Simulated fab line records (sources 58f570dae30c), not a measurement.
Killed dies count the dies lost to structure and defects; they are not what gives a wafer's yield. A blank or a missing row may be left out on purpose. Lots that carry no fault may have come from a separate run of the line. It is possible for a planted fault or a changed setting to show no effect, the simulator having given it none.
What tool caused it? :: flow berkeley cmos170 :: 14 lots with 42 wafers sampled at 3 steps, on a route of 331 steps

## WHAT THE GAUGES SHOWED, per wafer
UCB170_V2_CD_MEAS_90 targets a cd of 700 nm. Usual: 700.3 nm for cd nm, sd 1.5.
lot: L331
measured: day 7 13:24
on: cd sem-02
cd nm (nm): 701.5 700.2 699.2
flag: 

lot: L333
measured: day 8 00:10
on: cd sem-02
cd nm (nm): 699.9 699.9 702.3
flag: 

lot: L335
measured: day 8 08:54
on: cd sem-02
cd nm (nm): 699.1 699.3 699.5
flag: 

lot: L336
measured: day 8 19:31
on: cd sem-01
cd nm (nm): 703.0 702.6 703.0
flag: 

lot: L337
measured: day 8 22:50
on: cd sem-01
cd nm (nm): 701.4 702.5 702.5
flag: 

lot: L339
measured: day 9 08:59
on: cd sem-01
cd nm (nm): 701.6 703.9 701.4
flag: 

lot: L338
measured: day 9 09:35
on: cd sem-01
cd nm (nm): 703.5 699.8 702.0
flag: 

lot: L340
measured: day 9 09:50
on: cd sem-01
cd nm (nm): 698.4 699.8 699.3
flag: 

lot: L343
measured: day 9 23:47
on: cd sem-01
cd nm (nm): 699.8 699.6 699.8
flag: 

lot: L342
measured: day 10 00:49
on: cd sem-01
cd nm (nm): 699.2 699.2 698.6
flag: 

lot: L347
measured: day 11 01:17
on: cd sem-01
cd nm (nm): 701.0 700.6 700.0
flag: 

lot: L346
measured: day 11 01:53
on: cd sem-01
cd nm (nm): 696.6 695.8 697.0
flag: 

lot: L351
measured: day 11 21:35
on: cd sem-01
cd nm (nm): 699.8 699.5 699.9
flag: 

lot: L354
measured: day 12 12:56
on: cd sem-01
cd nm (nm): 700.1 701.3 701.0
flag: 

## WHAT TOOL EACH LOT RAN ON (gives the tool, then ch and the chambers of the sampled wafers, and finally the start)
lot: L331
UCB170_M2_ETCH_17: rie diel-03 ch 0,1, day 7 10:17
UCB170_V2_CMP_02: cmp-02 ch 0,2,3, day 7 10:58

lot: L333
UCB170_M2_ETCH_17: rie diel-03 ch 0,2, day 7 21:10
UCB170_V2_CMP_02: cmp-01 ch 0,2,3, day 7 22:07

lot: L335
UCB170_M2_ETCH_17: rie diel-04 ch 0,1, day 8 06:00
UCB170_V2_CMP_02: cmp-01 ch 1,2,3, day 8 06:40

lot: L336
UCB170_M2_ETCH_17: rie diel-01 ch 1,2,3, day 8 16:51
UCB170_V2_CMP_02: cmp-01 ch 0,1,2, day 8 17:31

lot: L337
UCB170_M2_ETCH_17: rie diel-04 ch 0,2,3, day 8 19:38
UCB170_V2_CMP_02: cmp-02 ch 0,1,2, day 8 20:18

lot: L339
UCB170_M2_ETCH_17: rie diel-01 ch 0,1,2, day 9 06:22
UCB170_V2_CMP_02: cmp-02 ch 2,3, day 9 07:02

lot: L338
UCB170_M2_ETCH_17: rie diel-03 ch 0,2,3, day 9 06:34
UCB170_V2_CMP_02: cmp-01 ch 1,3, day 9 07:17

lot: L340
UCB170_M2_ETCH_17: rie diel-04 ch 0,2,3, day 9 06:51
UCB170_V2_CMP_02: cmp-02 ch 0,1, day 9 07:34

lot: L343
UCB170_M2_ETCH_17: rie diel-01 ch 0,3, day 9 21:06
UCB170_V2_CMP_02: cmp-01 ch 1,3, day 9 21:49

lot: L342
UCB170_M2_ETCH_17: rie diel-04 ch 1,2,3, day 9 22:11
UCB170_V2_CMP_02: cmp-02 ch 0,1,3, day 9 22:57

lot: L347
UCB170_M2_ETCH_17: rie diel-04 ch 0,1,3, day 10 22:29
UCB170_V2_CMP_02: cmp-01 ch 1,2,3, day 10 23:16

lot: L346
UCB170_M2_ETCH_17: rie diel-03 ch 0,1,3, day 10 23:10
UCB170_V2_CMP_02: cmp-02 ch 0,2, day 10 23:50

lot: L351
UCB170_M2_ETCH_17: rie diel-03 ch 0,1, day 11 18:52
UCB170_V2_CMP_02: cmp-01 ch 0,1,3, day 11 19:35

lot: L354
UCB170_M2_ETCH_17: rie diel-01 ch 0,3, day 12 10:04
UCB170_V2_CMP_02: cmp-02 ch 0,1,3, day 12 10:53
- UCB170_M2_ETCH_17: etches BARC in N2/H2.
- UCB170_V2_CMP_02: polishes SiO2.

## AS READ BY THE TOOLS THEMSELVES (means over the sampled wafers that have a number; for cases with no such wafer, the mark the record gives instead)
UCB170_M2_ETCH_17. Usual: drypump motor current A 5.5 A, standard deviation 0.51; oes product au 1.000 a.u., standard deviation 0.011; rf fwd power W 494.5 W, standard deviation 1.9; throttle valve pct 13.22 %, standard deviation 0.14.
lot: L331
tool: rie diel-03
drypump motor current A (A): 5.9
oes product au (a.u.): 0.993
rf fwd power W (W): 493.9
throttle valve pct (%): 13.10
flag: 

lot: L333
tool: rie diel-03
drypump motor current A (A): 5.3
oes product au (a.u.): 0.995
rf fwd power W (W): 495.6
throttle valve pct (%): 13.24
flag: 

lot: L335
tool: rie diel-04
drypump motor current A (A): 5.1
oes product au (a.u.): 1.006
rf fwd power W (W): 496.8
throttle valve pct (%): 13.28
flag: 

lot: L336
tool: rie diel-01
drypump motor current A (A): 5.3
oes product au (a.u.): 1.011
rf fwd power W (W): 494.5
throttle valve pct (%): 13.22
flag: 

lot: L337
tool: rie diel-04
drypump motor current A (A): 5.3
oes product au (a.u.): 1.007
rf fwd power W (W): 494.5
throttle valve pct (%): 13.22
flag: 

lot: L339
tool: rie diel-01
drypump motor current A (A): 5.3
oes product au (a.u.): 1.004
rf fwd power W (W): 494.0
throttle valve pct (%): 13.33
flag: 

lot: L338
tool: rie diel-03
drypump motor current A (A): 5.8
oes product au (a.u.): 1.002
rf fwd power W (W): 494.2
throttle valve pct (%): 13.18
flag: 

lot: L340
tool: rie diel-04
drypump motor current A (A): 5.3
oes product au (a.u.): 1.005
rf fwd power W (W): 495.8
throttle valve pct (%): 13.21
flag: 

lot: L343
tool: rie diel-01
drypump motor current A (A): 5.8
oes product au (a.u.): 0.995
rf fwd power W (W): 492.4
throttle valve pct (%): 13.23
flag: 

lot: L342
tool: rie diel-04
drypump motor current A (A): 5.4
oes product au (a.u.): 1.005
rf fwd power W (W): 495.4
throttle valve pct (%): 13.32
flag: 

lot: L347
tool: rie diel-04
drypump motor current A (A): 5.1
oes product au (a.u.): 1.005
rf fwd power W (W): 494.6
throttle valve pct (%): 13.30
flag: 

lot: L346
tool: rie diel-03
drypump motor current A (A): 5.9
oes product au (a.u.): 1.001
rf fwd power W (W): 495.9
throttle valve pct (%): 13.12
flag: 

lot: L351
tool: rie diel-03
drypump motor current A (A): 5.9
oes product au (a.u.): 0.994
rf fwd power W (W): 494.7
throttle valve pct (%): 13.11
flag: 

lot: L354
tool: rie diel-01
drypump motor current A (A): 5.8
oes product au (a.u.): 0.998
rf fwd power W (W): 493.2
throttle valve pct (%): 13.23
flag: 

UCB170_V2_CMP_02. Usual: motor current A 15.5 A, standard deviation 2.3; slurry filter dp kPa 13.51 kPa, standard deviation 0.13.
lot: L331
tool: cmp-02
motor current A (A): 16.7
slurry filter dp kPa (kPa): 13.68
flag: 

lot: L333
tool: cmp-01
motor current A (A): 14.4
slurry filter dp kPa (kPa): 13.52
flag: 

lot: L335
tool: cmp-01
motor current A (A): 14.1
slurry filter dp kPa (kPa): 13.58
flag: 

lot: L336
tool: cmp-01
motor current A (A): 14.9
slurry filter dp kPa (kPa): 13.48
flag: 

lot: L337
tool: cmp-02
motor current A (A): 15.2
slurry filter dp kPa (kPa): 13.52
flag: 

lot: L339
tool: cmp-02
motor current A (A): 18.0
slurry filter dp kPa (kPa): 13.54
flag: 

lot: L338
tool: cmp-01
motor current A (A): 12.8
slurry filter dp kPa (kPa): 13.53
flag: 

lot: L340
tool: cmp-02
motor current A (A): 15.4
slurry filter dp kPa (kPa): 13.54
flag: 

lot: L343
tool: cmp-01
motor current A (A): 12.9
slurry filter dp kPa (kPa): 13.58
flag: 

lot: L342
tool: cmp-02
motor current A (A): 17.9
slurry filter dp kPa (kPa): 13.49
flag: 

lot: L347
tool: cmp-01
motor current A (A): 13.6
slurry filter dp kPa (kPa): 13.49
flag: 

lot: L346
tool: cmp-02
motor current A (A): 14.6
slurry filter dp kPa (kPa): 13.42
flag: 

lot: L351
tool: cmp-01
motor current A (A): 14.0
slurry filter dp kPa (kPa): 13.51
flag: 

lot: L354
tool: cmp-02
motor current A (A): 17.2
slurry filter dp kPa (kPa): 13.54
flag: 

## THE ANSWER, worked out from the rows above alone
Rule: lot off if the mean of its wafers having a number is beyond 3 standard deviations from the usual mean. Also off: a lot with no number at a reading for which 4 or more lots have one. All remaining lots with rows at the step are treated as sound. First the gauges in route order, then the tools' own readings, where a lot's mean is used as printed above. At the first step where some lot is off, the reading lying furthest off is the one used; lots without a number count as furthest.
No lot is off at any reading shown: from this, nothing can be told.

## WHAT THE SIMULATOR HAD PUT IN
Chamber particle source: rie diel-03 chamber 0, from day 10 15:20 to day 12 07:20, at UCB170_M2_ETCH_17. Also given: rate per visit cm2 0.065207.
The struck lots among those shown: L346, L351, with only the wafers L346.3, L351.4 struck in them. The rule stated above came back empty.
